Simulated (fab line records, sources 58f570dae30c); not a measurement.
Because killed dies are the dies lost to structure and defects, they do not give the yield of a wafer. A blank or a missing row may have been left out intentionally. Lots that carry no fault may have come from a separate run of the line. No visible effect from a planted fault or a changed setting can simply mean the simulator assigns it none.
Which tool did it? | flow berkeleyCmos170 | 14 lots with 42 wafers sampled at 3 steps, on a route of 331 steps

== WHAT EACH GAUGE READ, for each wafer ==
UCB170_PWELL_THK_MEAS_06. Usual: PWELL_NITRIDE_THK 220.9 nm, standard deviation 2.
lot  | measured    | on           | PWELL_NITRIDE_THK (nm) | flag
L165 | day 3 05:16 | filmMetro-02 | 221.8 219.2 221.0      | 
L164 | day 3 05:16 | filmMetro-01 | 223.7 225.5 223.8      | 
L166 | day 3 16:36 | filmMetro-04 | 216.4 216.4 215.8      | 
L167 | day 4 04:47 | filmMetro-04 | 217.4 217.8 219.3      | 
L168 | day 4 04:47 | filmMetro-01 | 219.8 219.4 220.8      | 
L170 | day 4 17:41 | filmMetro-04 | 221.9 222.6 218.9      | 
L169 | day 4 17:42 | filmMetro-02 | 222.7 221.3 219.0      | 
L173 | day 5 08:05 | filmMetro-01 | 220.4 219.7 218.5      | 
L176 | day 5 14:34 | filmMetro-01 | 221.6 221.3 222.5      | 
L179 | day 6 09:21 | filmMetro-02 | 221.7 221.1 220.6      | 
L182 | day 6 14:43 | filmMetro-02 | 221.8 221.2 220.7      | 
L184 | day 7 09:09 | filmMetro-01 | 225.2 224.3 223.7      | 
L185 | day 7 15:38 | filmMetro-01 | 224.8 222.8 223.0      | 
L186 | day 7 15:40 | filmMetro-02 | 221.4 220.9 224.1      | 

UCB170_PWELL_TW_MEAS_17. Usual: PWELL_TW 380.2, standard deviation 2.3.
lot  | measured    | on           | PWELL_TW                            | flag
L165 | day 3 06:54 | filmMetro-04 | 376.7 379.4 376.1                   | 
L164 | day 3 07:11 | filmMetro-04 | 377.9 377.9 379.2                   | 
L166 | day 3 18:26 | filmMetro-02 | 381.6 380.4 380.3                   | 
L167 | day 4 06:11 | filmMetro-04 | 391.6 393.9 392.5 392.4 393.0 392.9 | OFF
L168 | day 4 06:19 | filmMetro-02 | 381.0 381.3 382.8                   | 
L170 | day 4 19:15 | filmMetro-01 | 389.8 389.5 390.1 391.3 391.7 389.4 | OFF
L169 | day 4 18:59 | filmMetro-02 | 382.9 384.9 382.7                   | 
L173 | day 5 09:51 | filmMetro-01 | 376.0 377.2 377.3                   | 
L176 | day 5 17:14 | filmMetro-02 | 383.0 381.2 382.9                   | 
L179 | day 6 11:12 | filmMetro-01 | 376.2 375.9 377.3                   | 
L182 | day 6 16:26 | filmMetro-02 | 383.1 383.0 384.1                   | 
L184 | day 7 10:46 | filmMetro-04 | 381.6 382.1 383.2                   | 
L185 | day 7 17:17 | filmMetro-02 | 382.2 382.8 382.2                   | 
L186 | day 7 17:34 | filmMetro-02 | 381.4 381.8 381.4                   | 

== WHICH TOOL RAN EACH LOT (tool, then ch and the chambers of the sampled wafers, then the start) ==
lot  | UCB170_PWELL_IMPLANT_15
L165 | implanter-02 ch 0, day 3 06:39
L164 | implanter-02 ch 0, day 3 06:57
L166 | implanter-01 ch 0, day 3 18:11
L167 | implanter-02 ch 0, day 4 05:56
L168 | implanter-01 ch 0, day 4 06:04
L170 | implanter-02 ch 0, day 4 19:01
L169 | implanter-04 ch 0, day 4 18:46
L173 | implanter-04 ch 0, day 5 09:36
L176 | implanter-04 ch 0, day 5 16:59
L179 | implanter-01 ch 0, day 6 10:57
L182 | implanter-04 ch 0, day 6 16:11
L184 | implanter-04 ch 0, day 7 10:31
L185 | implanter-02 ch 0, day 7 17:02
L186 | implanter-04 ch 0, day 7 17:21
- UCB170_PWELL_IMPLANT_15

== AS READ BY THE TOOLS THEMSELVES (means over the sampled wafers that have a number; for cases with no such wafer, the mark the record gives instead) ==
UCB170_PWELL_IMPLANT_15. Usual: beamEnergyKeV at 59.995, with a standard deviation of 0.016.
lot  | tool         | beamEnergyKeV | flag
L165 | implanter-02 | 59.979        | 
L164 | implanter-02 | 59.990        | 
L166 | implanter-01 | 59.992        | 
L167 | implanter-02 | 77.990        | OFF
L168 | implanter-01 | 59.977        | 
L170 | implanter-02 | 78.002        | OFF
L169 | implanter-04 | 59.990        | 
L173 | implanter-04 | 59.992        | 
L176 | implanter-04 | 59.989        | 
L179 | implanter-01 | 59.990        | 
L182 | implanter-04 | 60.001        | 
L184 | implanter-04 | 59.996        | 
L185 | implanter-02 | 60.012        | 
L186 | implanter-04 | 59.986        | 

== THE ANSWER, worked out from the rows above alone ==
Rule: take the mean of a lot's wafers that have a number; if it is more than 3 standard deviations from the usual mean, the lot is off. Also off: a lot with no number at a reading for which 4 or more lots have one. All remaining lots with rows at the step are treated as sound. After the gauges, taken in route order, come the tools' own readings; for these a lot's mean is taken, as printed above. At the first step where some lot is off, the reading lying furthest off is the one used; lots without a number count as furthest.
Off: at UCB170_PWELL_TW_MEAS_17 (PWELL_TW), L167, L170.
A tool fits if, at a process step before that reading, it ran every lot that is off, and no sound lot after the first of them. Not tried: the gauges at UCB170_PWELL_TW_MEAS_17; whatever is off there is also off at UCB170_PWELL_IMPLANT_15, on other tools, and gauge error can't account for it. None of those tried fits.

== WHAT WAS PUT IN BY THE SIMULATOR ==
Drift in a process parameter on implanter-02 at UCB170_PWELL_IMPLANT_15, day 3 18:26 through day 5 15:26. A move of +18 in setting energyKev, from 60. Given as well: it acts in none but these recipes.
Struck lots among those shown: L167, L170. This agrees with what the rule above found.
